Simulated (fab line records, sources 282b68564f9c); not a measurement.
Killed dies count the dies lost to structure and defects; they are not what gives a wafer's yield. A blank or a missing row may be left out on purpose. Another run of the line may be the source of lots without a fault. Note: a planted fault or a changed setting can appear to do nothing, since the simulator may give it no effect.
fab line records	flow rit-cmos	part 1 of 2: steps 1 to 43 of 45
record: lots: 6	wafers: 18	last-day: 7
route steps=202 shown ACTIVE@11 FOX1@20 FOX2@23 NWELL@28 PWELL@39 WELLDRIVE@50 SILICIDE@161 M1@202
lots that met no fault: from a run of the same line without faults
start-h: hours from the record's opening day to when the first of the lot's shown wafers began	wait-h: hours since the lot's step before	" identical to the entry in the row above	L1.1+2: one row covering several wafers at once	- either no value or no given start	* or withheld: withheld	< > ~ a bound
route shown NAME@n: a module of which the file shows steps, and the number in the route of the first	usual: mean and standard deviation over wafers with no fault	same: alike in all rows	chamber/n: place in a boat	sites: readings site by site	_std_site: the values' standard deviation	_edge_site: mean of outer sites minus mean of inner sites	radius-mm: how far each site lies from the wafer's centre	mask NAME#n: copy n	behind: the tool/chamber that last shaped the wafer	hold: why the lot went on hold/how many hours it stayed there/how the hold came to an end	device: transistor that didn't switch, given as n, p or np	end of line: at the end of the route, the tests of the same wafers	where a step has no rows: the recipe by itself	killed: count of dies lost to structure and defects at first sort (not the wafer's yield)	map: the dies of a wafer, with x for killed, . for not killed, _ for no die there
set.NAME: setting as actually run; set.NAME@STEP: the setting as run at that earlier step	model.NAME: the simulator's own value behind a step, which no gauge read
certain route steps with their lots: each step a table, each wafer a row
services: the hour from which a tool's chamber was out of use, counted from the record's first day as start-h (under 0 if before that day), plus the number of hours and why
== steps ==
step: RIT_ACTIVE_DEVELOP_10
recipe: resist: NOVOLAK	develop-time-s: 50	dev-temp-c: 23
step: RIT_ACTIVE_CD_MEAS_11
recipe: target-cd-nm: 1400
usual: cd-nm: 1400.3/2.3
lot.wafer	tool	chamber	start-h	wait-h	cd-nm
L661.3	cd-sem-02	-	25.89	-	1398.2
L661.5	"	-	"	"	1395.6
L661.6	"	-	"	"	1396.4
L664.1	cd-sem-01	-	40.03	-	1402.0
L664.5	"	-	"	"	1402.4
L664.6	"	-	"	"	1402.4
L666.3	cd-sem-02	-	49.75	-	1401.6
L666.4	"	-	"	"	1400.6
L666.6	"	-	"	"	1398.0
L678.1	cd-sem-02	-	110.68	-	1397.9
L678.3	"	-	"	"	1397.7
L678.5	"	-	"	"	1399.3
L680.1	cd-sem-01	-	119.44	-	1398.7
L680.4	"	-	"	"	1398.3
L680.5	"	-	"	"	1399.7
L682.2	cd-sem-02	-	130.31	-	1399.6
L682.5	"	-	"	"	1402.4
L682.6	"	-	"	"	1399.2
step: RIT_ACTIVE_HARDBAKE_12
recipe: resist: NOVOLAK	temp-c: 140	time-s: 60
step: RIT_ACTIVE_ETCH_13
recipe: stop-on: SiO2	chemistry: SF6	target: Si3N4	time-s: 210	over-etch-frac: 0.4	SF6_flow_sccm: 200	pressure-mtorr: 260	rf-w: 125	target-depth-a: 2100
usual: drypump-motor-current-A: 5.6/0.53	oes-product-au: 0.815/0.014	throttle-valve-pct: 7.49/0.13
same: time-s: 210
lot.wafer	tool	chamber	start-h	wait-h	drypump-motor-current-A	oes-product-au	rf-hours-counter-h	throttle-valve-pct
L661.3	rie-diel-04	1	26.12	0.1	5.6	0.814	132	7.75
L661.5	"	3	"	"	6.7	0.834	-	7.40
L661.6	"	0	"	"	5.7	0.818	-	7.48
L664.1	rie-diel-02	3	40.30	0.1	5.5	0.821	131	7.45
L664.5	"	0	"	"	4.9	0.796	-	7.21
L664.6	"	1	"	"	6.3	0.799	-	7.64
L666.3	rie-diel-01	2	49.98	0.1	5.3	0.811	8	7.57
L666.4	"	3	"	"	5.2	0.830	78	7.48
L666.6	"	0	"	"	5.4	0.825	-	7.38
L678.1	rie-diel-02	0	110.95	0.1	4.9	0.798	6	7.21
L678.3	"	3	"	"	5.5	0.817	132	7.47
L678.5	"	2	"	"	5.1	0.823	-	7.62
L680.1	rie-diel-01	0	119.71	0.1	5.4	0.830	74	7.38
L680.4	"	3	"	"	5.2	0.818	-	7.48
L680.5	"	0	"	"	5.4	0.818	-	7.36
L682.2	rie-diel-04	0	130.56	0.1	5.7	0.810	5	7.46
L682.5	"	0	"	"	5.8	0.811	-	7.47
L682.6	"	3	"	"	6.8	0.829	-	7.40
step: RIT_ACTIVE_STRIP_14
recipe: chemistry: O2	time-s: 180	resist: NOVOLAK	platen-temp-c: withheld	power-w: 500	pressure-mtorr: 4000	o2-flow-sccm: 4000
usual: drypump-motor-current-A: 5.70/0.27	rf-refl-power-W: 7.3/1.6
same: time-s: 180
lot.wafer	tool	chamber	start-h	wait-h	drypump-motor-current-A	rf-hours-counter-h	rf-refl-power-W
L661.3	plasma-asher-04	1	26.31	0.1	6.10	-	5.9
L661.5	"	1	"	"	6.08	-	5.8
L661.6	"	0	"	"	5.54	-	8.9
L664.1	plasma-asher-03	0	40.43	0.1	5.53	38	9.2
L664.5	"	0	"	"	5.52	-	9.2
L664.6	"	1	"	"	6.00	-	7.8
L666.3	plasma-asher-01	1	50.17	0.1	5.52	-	4.7
L666.4	"	0	"	"	5.33	-	6.4
L666.6	"	1	"	"	5.50	-	4.2
L678.1	plasma-asher-04	0	111.08	0.1	5.57	32	9.2
L678.3	"	0	"	"	5.62	-	8.9
L678.5	"	0	"	"	5.55	-	8.8
L680.1	plasma-asher-03	0	119.84	0.1	5.51	47	8.9
L680.4	"	0	"	"	5.54	-	9.0
L680.5	"	0	"	"	5.56	-	9.2
L682.2	plasma-asher-01	1	130.70	0.1	5.51	1	4.4
L682.5	"	1	"	"	5.51	-	4.3
L682.6	"	0	"	"	5.31	-	6.3
step: RIT_ACTIVE_CD_MEAS_90
recipe: target-cd-nm: 1400
usual: cd-nm: 1400.3/2.3
lot.wafer	tool	chamber	start-h	wait-h	cd-nm
L661.3	cd-sem-01	-	26.47	0.1	1398.3
L661.5	"	-	"	"	1395.2
L661.6	"	-	"	"	1396.5
L664.1	cd-sem-02	-	40.61	0.1	1401.5
L664.5	"	-	"	"	1402.0
L664.6	"	-	"	"	1402.5
L666.3	cd-sem-01	-	50.33	0.1	1401.1
L666.4	"	-	"	"	1400.9
L666.6	"	-	"	"	1397.9
L678.1	cd-sem-02	-	111.26	0.1	1397.9
L678.3	"	-	"	"	1397.5
L678.5	"	-	"	"	1399.2
L680.1	cd-sem-01	-	120.02	0.1	1399.5
L680.4	"	-	"	"	1398.6
L680.5	"	-	"	"	1399.7
L682.2	cd-sem-01	-	130.89	0.1	1399.8
L682.5	"	-	"	"	1402.1
L682.6	"	-	"	"	1399.2
step: RIT_ACTIVE_CLEAN_15
recipe: chemistry: SC1	mix: 3:3:50	time-s: 600	temp-c: 75
step: RIT_ACTIVE_CLEAN_16
recipe: chemistry: dHF	dilution: 50:1	time-s: 30
step: RIT_ACTIVE_CLEAN_17
recipe: chemistry: SC2	mix: 3:3:50	time-s: 600	temp-c: 75	dry: n2-spin
step: RIT_FOX1_OXIDATION_00
recipe: temp-c: 1100	ambient: H2O	target-thk-a: 3507	p-h2o-torr: 720	ox-time-s: 1130
step: RIT_FOX1_THK_MEAS_01
recipe: reads: SiO2_of_FOX1_OXIDATION_00
usual: FOX1_OXIDE_THK: 349/8
lot.wafer	tool	chamber	start-h	wait-h	FOX1_OXIDE_THK[nm]
L661.3	film-metro-01	-	30.47	0.0	353
L661.5	"	-	"	"	348
L661.6	"	-	"	"	349
L664.1	film-metro-01	-	45.02	0.0	338
L664.5	"	-	"	"	337
L664.6	"	-	"	"	346
L666.3	film-metro-01	-	53.17	0.0	338
L666.4	"	-	"	"	342
L666.6	"	-	"	"	337
L678.1	film-metro-01	-	114.25	0.0	340
L678.3	"	-	"	"	343
L678.5	"	-	"	"	348
L680.1	film-metro-01	-	122.56	0.0	344
L680.4	"	-	"	"	347
L680.5	"	-	"	"	347
L682.2	film-metro-03	-	133.72	0.0	347
L682.5	"	-	"	"	347
L682.6	"	-	"	"	345
step: RIT_FOX1_WET_ETCH_02
recipe: chemistry: BOE	target-depth-nm: 350	time-s: 390	temp-c: 21.5	dry: n2-spin	dilution: 10:1	target: SiO2
step: RIT_FOX2_OXIDATION_00
recipe: temp-c: 1100	ambient: H2O	target-thk-a: 3507	p-h2o-torr: 720	ox-time-s: 1130
usual: spike-tc-centre-C: 1102.9/1	zone-power-load-pct: 43.8/0.67
lot.wafer	tool	chamber	start-h	wait-h	spike-tc-centre-C	zone-power-load-pct	model.SiO2_of_FOX2_OXIDATION_00.thk-nm	model.Si3N4_of_ACTIVE_CVD_03.thk-nm
L661.3	furnace-03	0	31.69	1.1	1102.2	43.7	343.2	130.6
L661.5	"	0	"	"	1102.9	43.5	344.4	130.5
L661.6	"	0	"	"	1103.6	43.5	340.3	130
L664.1	furnace-03	0	45.44	0.2	1103.0	43.9	506.7	129.3
L664.5	"	0	"	"	1102.2	44.1	510.5	127.8
L664.6	"	0	"	"	1103.4	44.1	505.6	129.1
L666.3	furnace-03	0	53.33	0.0	1102.2	43.9	509.3	130.1
L666.4	"	0	"	"	1101.7	43.7	503.5	129.9
L666.6	"	0	"	"	1103.1	44.1	506.9	129.6
L678.1	furnace-01	0	114.50	0.1	1101.0	44.9	339.1	130.8
L678.3	"	0	"	"	1103.5	44.5	339.3	131.2
L678.5	"	0	"	"	1102.2	44.7	334.7	131.2
L680.1	furnace-04	0	122.91	0.2	1102.4	43.2	344.1	132.7
L680.4	"	0	"	"	1104.4	42.9	345.1	132.2
L680.5	"	0	"	"	1103.3	42.9	354.1	131.8
L682.2	furnace-01	0	133.88	0.0	1100.3	44.4	352.9	129.4
L682.5	"	0	"	"	1103.6	43.9	350.7	128.9
L682.6	"	0	"	"	1104.1	44.8	346.1	130.6
step: RIT_FOX2_THK_MEAS_01
recipe: reads: SiO2_of_FOX2_OXIDATION_00
usual: FOX2_OXIDE_THK: 346/6.1
lot.wafer	tool	chamber	start-h	wait-h	FOX2_OXIDE_THK[nm]
L661.3	film-metro-01	-	33.03	0.0	343
L661.5	"	-	"	"	344
L661.6	"	-	"	"	340
L664.1	film-metro-03	-	46.76	0.0	507
L664.5	"	-	"	"	510
L664.6	"	-	"	"	506
L666.3	film-metro-03	-	54.67	0.0	510
L666.4	"	-	"	"	504
L666.6	"	-	"	"	507
L678.1	film-metro-03	-	115.82	0.0	339
L678.3	"	-	"	"	339
L678.5	"	-	"	"	335
L680.1	film-metro-04	-	124.22	0.0	344
L680.4	"	-	"	"	345
L680.5	"	-	"	"	354
L682.2	film-metro-01	-	135.21	0.0	352
L682.5	"	-	"	"	351
L682.6	"	-	"	"	346
step: RIT_FOX2_CLEAN_02
recipe: chemistry: dHF	dilution: 50:1	time-s: 180
same: time-s: 180
lot.wafer	tool	chamber	start-h	wait-h	model.Si3N4_of_ACTIVE_CVD_03.thk-nm
L661.3	wet-bench-01	1	33.07	0.0	130.2
L661.5	"	1	"	"	130.1
L661.6	"	1	"	"	129.5
L664.1	wet-bench-03	1	46.82	0.1	128.8
L664.5	"	1	"	"	127.4
L664.6	"	1	"	"	128.7
L666.3	wet-bench-01	2	54.71	0.0	129.6
L666.4	"	2	"	"	129.4
L666.6	"	2	"	"	129.2
L678.1	wet-bench-02	2	115.88	0.1	130.3
L678.3	"	2	"	"	130.7
L678.5	"	2	"	"	130.8
L680.1	wet-bench-02	3	124.28	0.1	132.3
L680.4	"	3	"	"	131.8
L680.5	"	3	"	"	131.4
L682.2	wet-bench-01	1	135.26	0.0	128.9
L682.5	"	1	"	"	128.5
L682.6	"	1	"	"	130.1
step: RIT_FOX2_WET_ETCH_03
recipe: chemistry: H3PO4	target: Si3N4	target-depth-nm: 195	temp-c: 165	time-s: 2700
step: RIT_FOX2_THK_MEAS_90
recipe: reads: SiO2_of_FOX2_OXIDATION_00
usual: FIELD_OXIDE_LEFT_1_THK: 319/6.1
lot.wafer	tool	chamber	start-h	wait-h	FIELD_OXIDE_LEFT_1_THK[nm]
L661.3	film-metro-01	-	33.90	0.0	316
L661.5	"	-	"	"	317
L661.6	"	-	"	"	313
L664.1	film-metro-04	-	47.63	0.0	479
L664.5	"	-	"	"	483
L664.6	"	-	"	"	478
L666.3	film-metro-01	-	55.54	0.0	483
L666.4	"	-	"	"	477
L666.6	"	-	"	"	480
L678.1	film-metro-01	-	116.69	0.0	312
L678.3	"	-	"	"	312
L678.5	"	-	"	"	308
L680.1	film-metro-01	-	125.10	0.0	316
L680.4	"	-	"	"	318
L680.5	"	-	"	"	327
L682.2	film-metro-04	-	136.08	0.0	326
L682.5	"	-	"	"	323
L682.6	"	-	"	"	319
step: RIT_NWELL_HMDS_00
recipe: prime-time-s: 60	prime-temp-c: 140
step: RIT_NWELL_COAT_01
recipe: resist: NOVOLAK	spin-rpm: 2000	resist-thk-nm: 1300
step: RIT_NWELL_SOFTBAKE_02
recipe: resist: NOVOLAK	temp-c: 90	time-s: 60
step: RIT_NWELL_EXPOSE_03
recipe: mask-id: M2	na: 0.57	target-cd-nm: 43900	dose-mj: 250
step: RIT_NWELL_PEB_04
recipe: resist: NOVOLAK	temp-c: withheld	time-s: withheld
step: RIT_NWELL_DEVELOP_05
recipe: resist: NOVOLAK	develop-time-s: 68	dev-temp-c: 23
step: RIT_NWELL_OVL_MEAS_06
usual: NWELL_OVL: 0.4/1.4
lot.wafer	tool	chamber	start-h	wait-h	NWELL_OVL[nm]
L661.3	overlay-02	-	35.09	-	3.0
L661.5	"	-	"	"	1.8
L661.6	"	-	"	"	3.1
L664.1	overlay-02	-	48.57	-	-1.5
L664.5	"	-	"	"	-0.9
L664.6	"	-	"	"	1.3
L666.3	overlay-01	-	56.60	-	-0.5
L666.4	"	-	"	"	-0.2
L666.6	"	-	"	"	1.8
L678.1	overlay-01	-	117.93	-	2.1
L678.3	"	-	"	"	1.1
L678.5	"	-	"	"	0.1
L680.1	overlay-02	-	126.16	-	0.4
L680.4	"	-	"	"	0.6
L680.5	"	-	"	"	0.8
L682.2	overlay-02	-	137.02	-	-0.5
L682.5	"	-	"	"	0.8
L682.6	"	-	"	"	1.4
step: RIT_NWELL_HARDBAKE_07
recipe: resist: NOVOLAK	temp-c: 140	time-s: 120
step: RIT_NWELL_IMPLANT_08
recipe: species: P	energy-kev: 170	dose-cm2: 5e+13	tilt-deg: 7
step: RIT_NWELL_STRIP_09
recipe: chemistry: O2	time-s: 180	resist: NOVOLAK	platen-temp-c: withheld	power-w: 500	pressure-mtorr: 4000	o2-flow-sccm: 4000
usual: drypump-motor-current-A: 5.6/0.33	rf-refl-power-W: 6.8/1.7
same: time-s: 180
lot.wafer	tool	chamber	start-h	wait-h	drypump-motor-current-A	rf-hours-counter-h	rf-refl-power-W
L661.3	plasma-asher-01	0	35.58	0.1	5.4	-	6.2
L661.5	"	1	"	"	5.5	-	4.3
L661.6	"	0	"	"	5.3	-	6.4
L664.1	plasma-asher-02	0	49.01	0.1	5.2	41	5.8
L664.5	"	0	"	"	5.2	-	5.8
L664.6	"	1	"	"	6.0	-	8.7
L666.3	plasma-asher-01	0	57.08	0.1	5.4	-	6.5
L666.4	"	1	"	"	5.5	-	4.0
L666.6	"	0	"	"	5.3	-	6.3
L678.1	plasma-asher-01	1	118.36	0.1	5.5	0	4.4
L678.3	"	0	"	"	5.3	-	6.5
L678.5	"	1	"	"	5.5	-	4.4
L680.1	plasma-asher-01	1	126.60	0.1	5.5	1	4.6
L680.4	"	0	"	"	5.3	-	6.3
L680.5	"	0	"	"	5.3	-	6.3
L682.2	plasma-asher-01	0	137.45	0.1	5.3	2	6.4
L682.5	"	1	"	"	5.5	-	4.5
L682.6	"	0	"	"	5.3	-	6.6
step: RIT_NWELL_TW_MEAS_10
usual: NWELL_TW: 2148/12
lot.wafer	tool	chamber	start-h	wait-h	NWELL_TW
L661.3	film-metro-02	-	35.71	0.1	2159
L661.5	"	-	"	"	2152
L661.6	"	-	"	"	2174
L664.1	film-metro-01	-	49.19	0.1	2149
L664.5	"	-	"	"	2154
L664.6	"	-	"	"	2159
L666.3	film-metro-04	-	57.28	0.1	2149
L666.4	"	-	"	"	2157
L666.6	"	-	"	"	2154
L678.1	film-metro-01	-	118.54	0.1	2137
L678.3	"	-	"	"	2155
L678.5	"	-	"	"	2136
L680.1	film-metro-02	-	126.78	0.1	2157
L680.4	"	-	"	"	2154
L680.5	"	-	"	"	2158
L682.2	film-metro-01	-	137.64	0.1	2144
L682.5	"	-	"	"	2128
L682.6	"	-	"	"	2136
step: RIT_PWELL_HMDS_00
recipe: prime-time-s: 60	prime-temp-c: 140
step: RIT_PWELL_COAT_01
recipe: resist: NOVOLAK	spin-rpm: 2000	resist-thk-nm: 1300
step: RIT_PWELL_SOFTBAKE_02
recipe: resist: NOVOLAK	temp-c: 90	time-s: 60
step: RIT_PWELL_EXPOSE_03
recipe: mask-id: M3	na: 0.57	target-cd-nm: 43700	dose-mj: 250
step: RIT_PWELL_PEB_04
recipe: resist: NOVOLAK	temp-c: withheld	time-s: withheld
step: RIT_PWELL_DEVELOP_05
recipe: resist: NOVOLAK	develop-time-s: 68	dev-temp-c: 23
step: RIT_PWELL_OVL_MEAS_06
usual: PWELL_OVL: 0.2/1.4
lot.wafer	tool	chamber	start-h	wait-h	PWELL_OVL[nm]
L661.3	overlay-02	-	36.81	-	0.3
L661.5	"	-	"	"	-0.1
L661.6	"	-	"	"	0.3
L664.1	overlay-01	-	50.13	-	-0.9
L664.5	"	-	"	"	-2.2
L664.6	"	-	"	"	-2.4
L666.3	overlay-01	-	58.21	-	-0.7
L666.4	"	-	"	"	-0.1
L666.6	"	-	"	"	-1.2
L678.1	overlay-02	-	119.61	-	0.2
L678.3	"	-	"	"	1.4
L678.5	"	-	"	"	2.6
L680.1	overlay-01	-	127.87	-	-0.5
L680.4	"	-	"	"	0.2
L680.5	"	-	"	"	-0.8
L682.2	overlay-01	-	138.57	-	1.8
L682.5	"	-	"	"	1.9
L682.6	"	-	"	"	2.1
step: RIT_PWELL_HARDBAKE_07
recipe: resist: NOVOLAK	temp-c: 140	time-s: 120
step: RIT_PWELL_IMPLANT_08
recipe: species: B	energy-kev: 170	dose-cm2: 7e+13	tilt-deg: 7
step: RIT_PWELL_STRIP_09
recipe: chemistry: O2	time-s: 180	resist: NOVOLAK	platen-temp-c: withheld	power-w: 500	pressure-mtorr: 4000	o2-flow-sccm: 4000
usual: drypump-motor-current-A: 5.7/0.35	rf-refl-power-W: 7.7/1.3
same: time-s: 180
lot.wafer	tool	chamber	start-h	wait-h	drypump-motor-current-A	rf-hours-counter-h	rf-refl-power-W
L661.3	plasma-asher-03	0	37.34	0.1	5.5	-	9.0
L661.5	"	1	"	"	6.0	-	7.9
L661.6	"	0	"	"	5.5	-	9.0
L664.1	plasma-asher-02	0	50.56	0.1	5.2	41	5.8
L664.5	"	0	"	"	5.2	-	5.8
L664.6	"	1	"	"	6.0	-	8.5
L666.3	plasma-asher-04	0	58.69	0.1	5.5	-	8.8
L666.4	"	1	"	"	6.1	-	5.9
L666.6	"	1	"	"	6.1	-	5.7
L678.1	plasma-asher-02	1	120.04	0.1	6.0	49	8.8
L678.3	"	1	"	"	6.0	-	8.4
L678.5	"	0	"	"	5.2	-	5.6
L680.1	plasma-asher-03	1	128.31	0.1	6.0	48	8.0
L680.4	"	1	"	"	6.0	-	7.6
L680.5	"	0	"	"	5.6	-	9.2
L682.2	plasma-asher-02	1	139.00	0.1	6.0	51	8.6
L682.5	"	0	"	"	5.2	-	5.9
L682.6	"	1	"	"	6.0	-	8.6
step: RIT_PWELL_TW_MEAS_10
usual: PWELL_TW: 952/5.4
lot.wafer	tool	chamber	start-h	wait-h	PWELL_TW
L661.3	film-metro-01	-	37.47	0.1	944
L661.5	"	-	"	"	952
L661.6	"	-	"	"	950
L664.1	film-metro-04	-	50.74	0.1	955
L664.5	"	-	"	"	954
L664.6	"	-	"	"	956
L666.3	film-metro-02	-	58.83	0.1	956
L666.4	"	-	"	"	949
L666.6	"	-	"	"	958
L678.1	film-metro-02	-	120.22	0.1	959
L678.3	"	-	"	"	958
L678.5	"	-	"	"	965
L680.1	film-metro-01	-	128.48	0.1	951
L680.4	"	-	"	"	948
L680.5	"	-	"	"	944
L682.2	film-metro-02	-	139.19	0.1	957
L682.5	"	-	"	"	953
L682.6	"	-	"	"	963
step: RIT_WELLDRIVE_ANNEAL_00
recipe: temp-c: 1100	time-s: 14700	ambient: N2
step: RIT_WELLDRIVE_RS_MEAS_01
recipe: thk-meas-gauge: four-point-probe
usual: NWELL_RS: 275.2/0.63
lot.wafer	tool	chamber	start-h	wait-h	NWELL_RS[ohm/sq]
L661.3	film-metro-04	-	43.75	0.0	275.0
L661.5	"	-	"	"	275.6
L661.6	"	-	"	"	275.2
L664.1	film-metro-01	-	57.14	0.0	274.1
L664.5	"	-	"	"	274.6
L664.6	"	-	"	"	274.9
L666.3	film-metro-01	-	64.19	0.0	275.2
L666.4	"	-	"	"	275.5
L666.6	"	-	"	"	274.6
L678.1	film-metro-04	-	126.23	0.0	274.6
L678.3	"	-	"	"	275.3
L678.5	"	-	"	"	275.5
L680.1	film-metro-04	-	133.63	0.0	274.9
L680.4	"	-	"	"	275.4
L680.5	"	-	"	"	274.6
L682.2	film-metro-04	-	145.82	0.0	275.8
L682.5	"	-	"	"	275.6
L682.6	"	-	"	"	274.7
step: RIT_WELLDRIVE_RS_MEAS_02
recipe: thk-meas-gauge: four-point-probe
usual: PWELL_RS: 429.2/1.5
lot.wafer	tool	chamber	start-h	wait-h	PWELL_RS[ohm/sq]
L661.3	film-metro-04	-	43.87	0.1	428.2
L661.5	"	-	"	"	428.1
L661.6	"	-	"	"	429.5
L664.1	film-metro-01	-	57.26	0.1	431.1
L664.5	"	-	"	"	429.6
L664.6	"	-	"	"	430.5
L666.3	film-metro-01	-	64.31	0.1	431.3
L666.4	"	-	"	"	431.6
L666.6	"	-	"	"	431.1
L678.1	film-metro-04	-	126.35	0.1	429.3
L678.3	"	-	"	"	429.0
L678.5	"	-	"	"	428.8
L680.1	film-metro-04	-	133.75	0.1	427.7
L680.4	"	-	"	"	428.6
L680.5	"	-	"	"	429.8
L682.2	film-metro-04	-	145.94	0.1	428.3
L682.5	"	-	"	"	430.1
L682.6	"	-	"	"	431.3
step: RIT_FOX2_THK_MEAS_91
recipe: reads: SiO2_of_FOX2_OXIDATION_00
usual: FIELD_OXIDE_LEFT_2_THK: 251/6.3
lot.wafer	tool	chamber	start-h	wait-h	FIELD_OXIDE_LEFT_2_THK[nm]
L661.3	film-metro-03	-	47.64	0.0	249
L661.5	"	-	"	"	250
L661.6	"	-	"	"	246
L664.1	film-metro-04	-	61.16	0.0	412
L664.5	"	-	"	"	415
L664.6	"	-	"	"	411
L666.3	film-metro-03	-	68.40	0.0	414
L666.4	"	-	"	"	408
L666.6	"	-	"	"	412
L678.1	film-metro-01	-	130.24	0.0	244
L678.3	"	-	"	"	245
L678.5	"	-	"	"	240
L680.1	film-metro-04	-	137.64	0.0	248
L680.4	"	-	"	"	249
L680.5	"	-	"	"	258
L682.2	film-metro-01	-	149.87	0.0	258
L682.5	"	-	"	"	255
L682.6	"	-	"	"	251
== key ==
first-sign: step: RIT_FOX2_THK_MEAS_01	reading: FOX2_OXIDE_THK	direction: up	sigmas: 26	usual: 346	struck: 507
effect: step: RIT_FOX2_THK_MEAS_90	reading: FIELD_OXIDE_LEFT_1_THK	direction: up	sigmas: 26	usual: 319	struck: 480
effect: step: RIT_FOX2_THK_MEAS_91	reading: FIELD_OXIDE_LEFT_2_THK	direction: up	sigmas: 26	usual: 251	struck: 412
model-effect: step: RIT_FOX2_OXIDATION_00	value: SiO2_of_FOX2_OXIDATION_00.thk-nm	without: 346	struck: 507.1
model-effect: step: RIT_FOX2_CLEAN_02	value: Si3N4_of_ACTIVE_CVD_03.thk-nm	without: 131.9	struck: 128.8
model-effect: step: RIT_SILICIDE_WET_ETCH_00	value: SiO2_of_FOX2_OXIDATION_00.thk-nm	without: 145.8	struck: 306.8
model-effect: step: RIT_M1_PROBE_99	value: etest.nldd.width-nm	without: 3196	struck: 2920
met-at RIT_FOX2_OXIDATION_00
struck-wafers L664.1,L664.5,L664.6,L666.3,L666.4,L666.6
tester-left-out L664,L666
onset-between 31.69 45.44
fault: kind: process-parameter-drift	tool: furnace-03	chamber: -	onset-h: 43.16	steps: RIT_FOX2_OXIDATION_00	channel: ox-time-s	offset: *	shape: step	end-h: 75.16	acts-in: *	stated: *
tester-left-out: of these lots the tester's yield and bins aren't shown, on N5 and GAA mostly nor the transistor test; their killed dies are dies lost to structure and defects alone, not to doping, threshold or leakage, so they don't give the yield
